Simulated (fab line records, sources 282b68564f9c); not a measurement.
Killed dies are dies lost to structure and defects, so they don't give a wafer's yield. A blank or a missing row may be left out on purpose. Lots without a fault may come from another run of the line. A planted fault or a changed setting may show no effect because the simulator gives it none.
fab line records | flow rit_cmos
record lots=7 wafers=21 last_day=7
route steps=202 shown FOX2@24 NWELL@28 PWELL@39 WELLDRIVE@50 M1@202
lots that met no fault: from a run of the same line without faults
start_h: hours from the record's first day to the start of the lot's first wafer shown | wait_h: hours since the lot's step before | " the same as in the row above | L1.1+2: a row that stands for several wafers | - no value, or no start given | * or withheld: withheld | < > ~ a bound
route shown NAME@n: a module of which the file shows steps, and the number in the route of the first | usual: mean/standard deviation of fault-free wafers | same: alike in all rows | chamber/n: place in a boat | sites: the reading at each site | _std_site: their standard deviation | _edge_site: outer sites' mean less inner sites' | radius_mm: how far each site lies from the wafer's centre | mask NAME#n: copy n | behind: the tool/chamber that last shaped the wafer | hold: why the lot was held/for how many hours/how that ended | device: the transistor (n, p or np) that didn't switch | end of line: the same wafers' tests at the end of the route | a step without rows: its recipe alone | killed: dies lost to structure and defects at the first sort, not the wafer's yield | map: a wafer's dies, x killed, . not, _ none there
set.NAME: the setting as run; set.NAME@STEP: as run at that earlier step | model.NAME: the simulator's own value behind a step, which no gauge read
lots at some steps of the route; a table a step, a row a wafer
services: from which hour (start_h, from the record's first day; less than 0 if before it) a tool's chamber was out of use, for how many hours, and why
## steps
# step RIT_FOX2_THK_MEAS_01
# recipe reads=SiO2_of_FOX2_OXIDATION_00
# usual FOX2_OXIDE_THK=349/6.3
# columns lot.wafer tool chamber start_h wait_h FOX2_OXIDE_THK[nm]
L688.1 film_metro-02 - 25.18 0.0 365
L688.4 " - " " 366
L688.5 " - " " 362
L689.2 film_metro-01 - 32.61 0.0 356
L689.3 " - " " 354
L689.5 " - " " 354
L693.2 film_metro-01 - 50.04 0.0 356
L693.3 " - " " 364
L693.5 " - " " 353
L698.4 film_metro-01 - 76.82 0.0 344
L698.5 " - " " 347
L698.6 " - " " 340
L700.4 film_metro-03 - 83.98 0.0 347
L700.5 " - " " 347
L700.6 " - " " 346
L707.4 film_metro-03 - 120.02 0.0 350
L707.5 " - " " 344
L707.6 " - " " 343
L708.2 film_metro-02 - 124.94 0.0 339
L708.3 " - " " 344
L708.5 " - " " 337
# step RIT_FOX2_CLEAN_02
# recipe chemistry=dHF dilution=50:1 time_s=180
# step RIT_FOX2_WET_ETCH_03
# recipe chemistry=H3PO4 target=Si3N4 target_depth_nm=195 temp_c=165 time_s=2700
# step RIT_FOX2_THK_MEAS_90
# recipe reads=SiO2_of_FOX2_OXIDATION_00
# usual FIELD_OXIDE_LEFT_1_THK=322/6.2
# columns lot.wafer tool chamber start_h wait_h FIELD_OXIDE_LEFT_1_THK[nm]
L688.1 film_metro-01 - 26.06 0.0 337
L688.4 " - " " 338
L688.5 " - " " 334
L689.2 film_metro-02 - 33.49 0.0 329
L689.3 " - " " 326
L689.5 " - " " 327
L693.2 film_metro-01 - 50.92 0.0 328
L693.3 " - " " 337
L693.5 " - " " 326
L698.4 film_metro-02 - 77.77 0.0 317
L698.5 " - " " 319
L698.6 " - " " 312
L700.4 film_metro-01 - 85.01 0.0 319
L700.5 " - " " 320
L700.6 " - " " 318
L707.4 film_metro-02 - 121.04 0.0 323
L707.5 " - " " 316
L707.6 " - " " 316
L708.2 film_metro-03 - 125.96 0.0 312
L708.3 " - " " 317
L708.5 " - " " 310
# step RIT_NWELL_HMDS_00
# recipe prime_time_s=60 prime_temp_c=140
# step RIT_NWELL_COAT_01
# recipe resist=NOVOLAK spin_rpm=2000 resist_thk_nm=1300
# step RIT_NWELL_SOFTBAKE_02
# recipe resist=NOVOLAK temp_c=88.75 time_s=60
# step RIT_NWELL_EXPOSE_03
# recipe mask_id=M2 na=0.57 target_cd_nm=43900 dose_mj=250
# step RIT_NWELL_PEB_04
# recipe resist=NOVOLAK temp_c=withheld time_s=withheld
# step RIT_NWELL_DEVELOP_05
# recipe resist=NOVOLAK develop_time_s=68 dev_temp_c=23
# step RIT_NWELL_OVL_MEAS_06
# usual NWELL_OVL=0.5/1.7
# columns lot.wafer tool chamber start_h wait_h NWELL_OVL[nm]
L688.1 overlay-02 - 27.00 - -2.4
L688.4 " - " " -0.5
L688.5 " - " " -1.2
L689.2 overlay-02 - 34.55 - 2.5
L689.3 " - " " 2.3
L689.5 " - " " 0.4
L693.2 overlay-01 - 51.93 - 2.8
L693.3 " - " " 3.5
L693.5 " - " " 1.5
L698.4 overlay-02 - 78.69 - -1.5
L698.5 " - " " -0.6
L698.6 " - " " -0.4
L700.4 overlay-01 - 85.94 - -0.9
L700.5 " - " " -0.5
L700.6 " - " " -1.4
L707.4 overlay-01 - 121.97 - 2.6
L707.5 " - " " 0.1
L707.6 " - " " 2.0
L708.2 overlay-02 - 127.02 - 1.6
L708.3 " - " " -0.9
L708.5 " - " " -0.5
# step RIT_NWELL_HARDBAKE_07
# recipe resist=NOVOLAK temp_c=140 time_s=120
# step RIT_NWELL_IMPLANT_08
# recipe species=P energy_kev=170 dose_cm2=5e+13 tilt_deg=7
# columns lot.wafer tool chamber start_h wait_h
L688.1+4+5 implanter-04 0 27.28 0.2
L688.1+4+5 implanter-04 0 27.60 0.3
L689.2+3+5 implanter-02 0 34.85 0.2
L689.2+3+5 implanter-02 0 35.17 0.3
L693.2+3+5 implanter-01 0 52.24 0.2
L693.2+3+5 implanter-01 0 52.55 0.3
L698.4+5+6 implanter-01 0 79.04 0.2
L700.4+5+6 implanter-02 0 86.28 0.2
L707.4+5+6 implanter-04 0 122.31 0.2
L708.2+3+5 implanter-04 0 127.33 0.2
# step RIT_NWELL_STRIP_09
# recipe chemistry=O2 time_s=180 resist=NOVOLAK platen_temp_c=withheld power_w=500 pressure_mtorr=4000 o2_flow_sccm=4000
# usual drypump_motor_current_A=5.7/0.31
# columns lot.wafer tool chamber start_h wait_h drypump_motor_current_A rf_hours_counter_h
L688.1 plasma_asher-02 1 27.75 0.1 5.9 38
L688.4 " 1 " " 5.9 -
L688.5 " 1 " " 5.9 -
L689.2 plasma_asher-01 0 35.29 0.1 6.1 38
L689.3 " 0 " " 6.1 -
L689.5 " 1 " " 5.7 -
L693.2 plasma_asher-02 0 52.68 0.1 5.7 41
L693.3 " 1 " " 5.8 -
L693.5 " 1 " " 5.9 -
L698.4 plasma_asher-02 1 79.17 0.1 5.9 -
L698.5 " 0 " " 5.7 -
L698.6 " 1 " " 5.9 -
L700.4 plasma_asher-01 0 86.42 0.1 6.1 -
L700.5 " 1 " " 5.7 -
L700.6 " 0 " " 6.1 -
L707.4 plasma_asher-02 0 122.45 0.1 5.7 -
L707.5 " 0 " " 5.7 -
L707.6 " 1 " " 5.9 -
L708.2 plasma_asher-01 0 127.45 0.1 6.1 1
L708.3 " 0 " " 6.1 -
L708.5 " 1 " " 5.7 -
# step RIT_NWELL_TW_MEAS_10
# usual NWELL_TW=2128/25
# columns lot.wafer tool chamber start_h wait_h NWELL_TW
L688.1 film_metro-02 - 27.92 0.1 2654
L688.4 " - " " 2667
L688.5 " - " " 2686
L689.2 film_metro-04 - 35.48 0.1 2660
L689.3 " - " " 2671
L689.5 " - " " 2664
L693.2 film_metro-01 - 52.86 0.1 2598
L693.3 " - " " 2604
L693.5 " - " " 2605
L698.4 film_metro-04 - 79.32 0.1 2139
L698.5 " - " " 2131
L698.6 " - " " 2139
L700.4 film_metro-01 - 86.56 0.1 2112
L700.5 " - " " 2108
L700.6 " - " " 2094
L707.4 film_metro-02 - 122.59 0.1 2134
L707.5 " - " " 2133
L707.6 " - " " 2137
L708.2 film_metro-02 - 127.64 0.1 2152
L708.3 " - " " 2130
L708.5 " - " " 2137
# step RIT_PWELL_HMDS_00
# recipe prime_time_s=60 prime_temp_c=140
# step RIT_PWELL_COAT_01
# recipe resist=NOVOLAK spin_rpm=2000 resist_thk_nm=1300
# step RIT_PWELL_SOFTBAKE_02
# recipe resist=NOVOLAK temp_c=90 time_s=60
# step RIT_PWELL_EXPOSE_03
# recipe mask_id=M3 na=0.57 target_cd_nm=43700 dose_mj=250
# step RIT_PWELL_PEB_04
# recipe resist=NOVOLAK temp_c=withheld time_s=withheld
# step RIT_PWELL_DEVELOP_05
# recipe resist=NOVOLAK develop_time_s=68 dev_temp_c=23
# step RIT_PWELL_OVL_MEAS_06
# usual PWELL_OVL=-0.3/1
# columns lot.wafer tool chamber start_h wait_h PWELL_OVL[nm]
L688.1 overlay-02 - 28.94 - 0.0
L688.4 " - " " 0.1
L688.5 " - " " 2.0
L689.2 overlay-01 - 36.82 - 0.5
L689.3 " - " " -0.8
L689.5 " - " " -0.8
L693.2 overlay-02 - 53.91 - -1.4
L693.3 " - " " -1.6
L693.5 " - " " -2.5
L698.4 overlay-01 - 80.40 - -1.9
L698.5 " - " " -1.8
L698.6 " - " " -0.1
L700.4 overlay-01 - 87.62 - -1.4
L700.5 " - " " -1.7
L700.6 " - " " -1.4
L707.4 overlay-02 - 123.52 - 1.0
L707.5 " - " " 1.2
L707.6 " - " " 0.9
L708.2 overlay-02 - 128.83 - 0.4
L708.3 " - " " 0.9
L708.5 " - " " 0.2
# step RIT_PWELL_HARDBAKE_07
# recipe resist=NOVOLAK temp_c=140 time_s=120
# step RIT_PWELL_IMPLANT_08
# recipe species=B energy_kev=171.1 dose_cm2=7e+13 tilt_deg=7
# step RIT_PWELL_STRIP_09
# recipe chemistry=O2 time_s=180 resist=NOVOLAK platen_temp_c=withheld power_w=500 pressure_mtorr=4000 o2_flow_sccm=4000
# usual drypump_motor_current_A=5.7/0.31
# columns lot.wafer tool chamber start_h wait_h drypump_motor_current_A rf_hours_counter_h
L688.1 plasma_asher-04 0 29.37 0.1 5.0 23
L688.4 " 1 " " 5.5 -
L688.5 " 0 " " 5.0 -
L689.2 plasma_asher-02 1 37.59 0.4 5.9 40
L689.3 " 0 " " 5.7 -
L689.5 " 0 " " 5.7 -
L693.2 plasma_asher-03 0 54.41 0.1 5.7 40
L693.3 " 1 " " 6.0 -
L693.5 " 1 " " 6.1 -
L698.4 plasma_asher-03 0 81.03 0.2 5.7 -
L698.5 " 0 " " 5.7 -
L698.6 " 1 " " 6.0 -
L700.4 plasma_asher-03 1 88.09 0.1 6.1 -
L700.5 " 0 " " 5.7 -
L700.6 " 1 " " 6.1 -
L707.4 plasma_asher-02 1 124.00 0.1 5.9 -
L707.5 " 0 " " 5.7 -
L707.6 " 1 " " 5.9 -
L708.2 plasma_asher-03 1 129.26 0.1 6.0 49
L708.3 " 0 " " 5.7 -
L708.5 " 0 " " 5.7 -
# step RIT_PWELL_TW_MEAS_10
# usual PWELL_TW=946/12
# columns lot.wafer tool chamber start_h wait_h PWELL_TW
L688.1 film_metro-01 - 29.55 0.1 930
L688.4 " - " " 926
L688.5 " - " " 930
L689.2 film_metro-02 - 37.90 0.2 945
L689.3 " - " " 960
L689.5 " - " " 952
L693.2 film_metro-04 - 54.60 0.1 954
L693.3 " - " " 952
L693.5 " - " " 952
L698.4 film_metro-04 - 81.17 0.1 957
L698.5 " - " " 955
L698.6 " - " " 951
L700.4 film_metro-04 - 88.24 0.1 950
L700.5 " - " " 952
L700.6 " - " " 954
L707.4 film_metro-02 - 124.14 0.1 954
L707.5 " - " " 945
L707.6 " - " " 953
L708.2 film_metro-01 - 129.45 0.1 934
L708.3 " - " " 933
L708.5 " - " " 933
# step RIT_WELLDRIVE_ANNEAL_00
# recipe temp_c=1100 time_s=14700 ambient=N2
# step RIT_WELLDRIVE_RS_MEAS_01
# recipe thk_meas_gauge=four-point-probe
# usual NWELL_RS=275.5/0.7
# columns lot.wafer tool chamber start_h wait_h NWELL_RS[ohm/sq]
L688.1 film_metro-01 - 35.25 0.0 182.0
L688.4 " - " " 182.2
L688.5 " - " " 182.6
L689.2 film_metro-01 - 43.05 0.0 183.2
L689.3 " - " " 183.5
L689.5 " - " " 183.0
L693.2 film_metro-04 - 60.86 0.0 182.3
L693.3 " - " " 182.0
L693.5 " - " " 182.3
L698.4 film_metro-02 - 86.77 0.1 275.3
L698.5 " - " " 274.7
L698.6 " - " " 275.6
L700.4 film_metro-01 - 93.41 0.1 274.7
L700.5 " - " " 275.0
L700.6 " - " " 274.9
L707.4 film_metro-01 - 130.99 0.1 275.2
L707.5 " - " " 276.3
L707.6 " - " " 275.4
L708.2 film_metro-01 - 135.83 0.0 275.8
L708.3 " - " " 276.0
L708.5 " - " " 275.3
# step RIT_WELLDRIVE_RS_MEAS_02
# recipe thk_meas_gauge=four-point-probe
# usual PWELL_RS=429.3/1.2
# columns lot.wafer tool chamber start_h wait_h PWELL_RS[ohm/sq]
L688.1 film_metro-01 - 35.37 0.1 431.2
L688.4 " - " " 430.5
L688.5 " - " " 428.8
L689.2 film_metro-01 - 43.17 0.1 430.5
L689.3 " - " " 428.7
L689.5 " - " " 428.8
L693.2 film_metro-04 - 60.98 0.1 429.7
L693.3 " - " " 429.5
L693.5 " - " " 430.0
L698.4 film_metro-02 - 86.89 0.1 427.4
L698.5 " - " " 428.7
L698.6 " - " " 429.1
L700.4 film_metro-01 - 93.53 0.1 429.6
L700.5 " - " " 430.8
L700.6 " - " " 429.4
L707.4 film_metro-01 - 131.11 0.1 427.8
L707.5 " - " " 428.5
L707.6 " - " " 428.2
L708.2 film_metro-01 - 135.95 0.1 427.5
L708.3 " - " " 428.0
L708.5 " - " " 428.8
# step RIT_M1_PROBE_99
# usual killed_at_contacts=0.1/0.31 killed_at_front_end=8/3.1 killed_dies=8/3.2 killed_open=3.9/2.2 killed_short=3.8/2.1
# same gross_dies=264 killed_at_M0_to_M3=0 killed_at_M4_up=0 killed_at_back_side=0 killed_at_other=0
# columns lot.wafer tool chamber start_h wait_h killed_at_contacts killed_at_front_end killed_dies killed_open killed_short
L688.1 prober-01 - 66.49 0.1 0 3 3 2 1
L688.4 prober-01 - 66.64 0.2 0 2 2 1 1
L688.5 prober-01 - 66.69 0.2 0 9 9 4 5
L693.2 prober-02 - 92.34 0.1 0 17 17 12 5
L693.3 prober-02 - 92.39 0.2 0 12 12 5 7
L693.5 prober-02 - 92.49 0.2 0 5 5 4 1
L698.4 prober-01 - 117.67 0.2 0 9 9 4 5
L698.5 prober-01 - 117.72 0.2 0 6 6 1 5
L698.6 prober-01 - 117.77 0.2 0 6 6 3 3
L700.4 prober-01 - 124.39 0.2 0 2 2 1 1
L700.5 prober-01 - 124.44 0.2 0 12 12 7 5
L700.6 prober-01 - 124.49 0.2 0 6 6 4 2
L708.2 prober-01 - 166.31 0.1 0 9 9 6 3
L708.3 prober-01 - 166.36 0.2 0 7 7 5 2
L708.5 prober-01 - 166.46 0.2 0 9 9 6 3
# killed by level:class
L688.1 FOX1:geometric_particle:short=1 REOX:geometric_particle:open=1 SILICIDE:geometric_particle:open=1
L688.4 GATE:geometric_particle:open=1 GATE:geometric_particle:short=1
L688.5 GATE:geometric_particle:open=3 SILICIDE:geometric_particle:short=3 FOX1:geometric_particle:short=1 GATE:geometric_particle:short=1 SILICIDE:geometric_particle:open=1
L693.2 SPACER:geometric_particle:open=4 SILICIDE:geometric_particle:open=4 GATE:geometric_particle:short=3 GATE:geometric_particle:open=2 REOX:geometric_particle:open=2 FOX2:geometric_particle:short=1 SPACER:geometric_particle:short=1
L693.3 GATE:geometric_particle:short=4 SILICIDE:geometric_particle:open=2 FOX1:geometric_particle:short=1 FOX2:geometric_particle:open=1 SILICIDE:geometric_particle:short=1 GATE:geometric_particle:open=1 REOX:geometric_particle:short=1 SPACER:geometric_particle:open=1
L693.5 GATE:geometric_particle:open=3 GATE:geometric_particle:short=1 SPACER:geometric_particle:open=1
L698.4 GATE:geometric_particle:short=2 REOX:geometric_particle:short=2 SILICIDE:geometric_particle:open=2 FOX1:geometric_particle:open=1 FOX1:geometric_particle:short=1 GATE:geometric_particle:open=1
L698.5 GATE:geometric_particle:short=3 FOX1:geometric_particle:short=1 FOX2:geometric_particle:short=1 GATE:geometric_particle:open=1
L698.6 FOX1:geometric_particle:open=2 FOX1:geometric_particle:short=1 GATE:geometric_particle:short=1 SPACER:geometric_particle:open=1 SPACER:geometric_particle:short=1
L700.4 GATE:geometric_particle:open=1 REOX:geometric_particle:short=1
L700.5 REOX:geometric_particle:short=3 GATE:geometric_particle:open=2 REOX:geometric_particle:open=2 SILICIDE:geometric_particle:short=2 FOX1:geometric_particle:open=1 FOX2:geometric_particle:open=1 SILICIDE:geometric_particle:open=1
L700.6 GATE:geometric_particle:open=4 GATE:geometric_particle:short=1 SILICIDE:geometric_particle:short=1
L708.2 GATE:geometric_particle:short=2 REOX:geometric_particle:open=2 FOX1:geometric_particle:short=1 FOX1:geometric_particle:open=1 FOX2:geometric_particle:open=1 GATE:geometric_particle:open=1 SILICIDE:geometric_particle:open=1
L708.3 FOX1:geometric_particle:open=2 FOX2:geometric_particle:open=1 GATE:geometric_particle:open=1 SPACER:geometric_particle:short=1 SPACER:geometric_particle:open=1 SILICIDE:geometric_particle:short=1
L708.5 FOX2:geometric_particle:open=3 FOX2:geometric_particle:short=2 GATE:geometric_particle:open=2 GATE:geometric_particle:short=1 SPACER:geometric_particle:open=1
## services
# columns tool chamber start_h hours kind
implanter-04 - 35.09 3.4 repair
plasma_asher-01 - 55.06 1.2 repair
implanter-04 - 64.76 1.3 repair
implanter-04 - 69.34 5.4 repair
plasma_asher-02 - 72.75 2.8 pm
implanter-01 - 82.18 4.4 pm
implanter-04 - 94.46 5.6 pm
plasma_asher-01 - 108.90 9.0 pm
plasma_asher-01 0 108.90 9.0 vent_cycle
plasma_asher-01 1 108.90 9.0 vent_cycle
plasma_asher-01 0 117.90 - clean
plasma_asher-01 1 117.90 - clean
implanter-02 - 121.27 6.1 repair
implanter-04 - 123.43 2.4 repair
## key
first_sign step=RIT_NWELL_IMPLANT_08 reading=visit direction=added
effect step=RIT_NWELL_TW_MEAS_10 reading=NWELL_TW direction=up sigmas=20 usual=2128 struck=2645
effect step=RIT_WELLDRIVE_RS_MEAS_01 reading=NWELL_RS direction=down sigmas=99+ usual=275.5 struck=182.6
met_at RIT_NWELL_IMPLANT_08
struck_wafers L688.1,L688.4,L688.5,L689.2,L689.3,L689.5,L693.2,L693.3,L693.5
tester_left_out L688,L689,L693
fault kind=repeated_step_whole tool=implanter-01,implanter-02,implanter-04 chamber=- onset_h=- steps=RIT_NWELL_IMPLANT_08 times=1 scope=struck_lots_only
# tester_left_out: of these lots the tester's yield and bins aren't shown, on N5 and GAA mostly nor the transistor test; their killed dies are dies lost to structure and defects alone, not to doping, threshold or leakage, so they don't give the yield
